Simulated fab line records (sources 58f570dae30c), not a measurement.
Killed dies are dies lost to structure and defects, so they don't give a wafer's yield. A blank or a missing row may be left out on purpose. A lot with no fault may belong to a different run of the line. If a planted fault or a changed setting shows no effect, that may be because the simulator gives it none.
Code-filled problem report in 8D (eight disciplines) form -- flow berkeley_cmos170 -- the parts of the form that need people (team, actions taken, sign-off) are left out

1. PROBLEM STATEMENT
Wafers without a fault read 89.12 s, standard deviation 0.3; run_length_s at UCB170_NWELL_SOFTBAKE_08 reads a mean of 93.61 s on 6 wafers belonging to 2 lots. Measured from the usual mean, that is +15 standard deviations.
The step: time 60 s.
The first sign was on wafer L311.1 at day 4 19:15, on litho_track-03. The record has a number at this step for 42 wafers belonging to 14 lots. By rule, "out" or "out of limits" means more than 4 standard deviations away from the usual mean. All remaining wafers that have a number are taken as sound.

2. WHAT IT IS, AND WHAT IT ISN'T
question,is,is not
which readings at this step,run_length_s,-
which lots,"L311, L312","L298, L299, L300, L301, L302, L304, L306, L309, L310, L317, L318, L319"
which wafers of those lots,all that have a number,-
read on which tools,litho_track-03,"litho_track-02, litho_track-04"
when,from day 4 19:15,"up to then (21 sound wafers); but 15 sound wafers of L309, L310, L317, L318, L319 came after"

3. SUSPECTS, AND WHAT RULES EACH OUT
Counting: a tool at a process step up to the reading stays a suspect if it ran every lot that is out and no sound lot after the first of them.
- litho_track-03 at UCB170_NWELL_SOFTBAKE_08 (time 60 s): kept. All lots that are out passed through it, beginning with L311 at day 4 19:15, and no sound lot followed; its final sound lot before that point was L302 at day 3 09:57. Out on those wafers are its own readings of run_length_s.
Remaining after the count: litho_track-03 at UCB170_NWELL_SOFTBAKE_08.

4. THE CAUSE (what the simulator had put in)
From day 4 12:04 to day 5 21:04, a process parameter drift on litho_track-03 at UCB170_NWELL_SOFTBAKE_08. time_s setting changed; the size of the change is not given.
This tool alone remained once counting was done.

5. THE EFFECT CHAIN, in route order
One row per reading whose mean, taken over the struck wafers that have a number, lies over 3 standard deviations from the usual. Readings are gone through only where the record gives a usual standard deviation; hours: the median, over the lots, of the time from a lot's start at the first step in this table giving one to that lot's start at this step; sigmas: the change measured in usual standard deviations.
hours,step,reading,usual,on struck wafers,change,sigmas
0,UCB170_NWELL_SOFTBAKE_08,run_length_s,89.12 s,93.61,+4.49,+15
Its process steps:
- UCB170_NWELL_SOFTBAKE_08: time 60 s.
At these later measuring or inspecting steps, every struck wafer for which the step has a row has a number for every such reading, and none has moved that far: UCB170_SCREENOX_THK_MEAS_02.

6. HOW IT WOULD HAVE BEEN CAUGHT EARLIER
7 hours passed between the start of the fault at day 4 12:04 and the first reading out of limits in this record, taken at day 4 19:15.
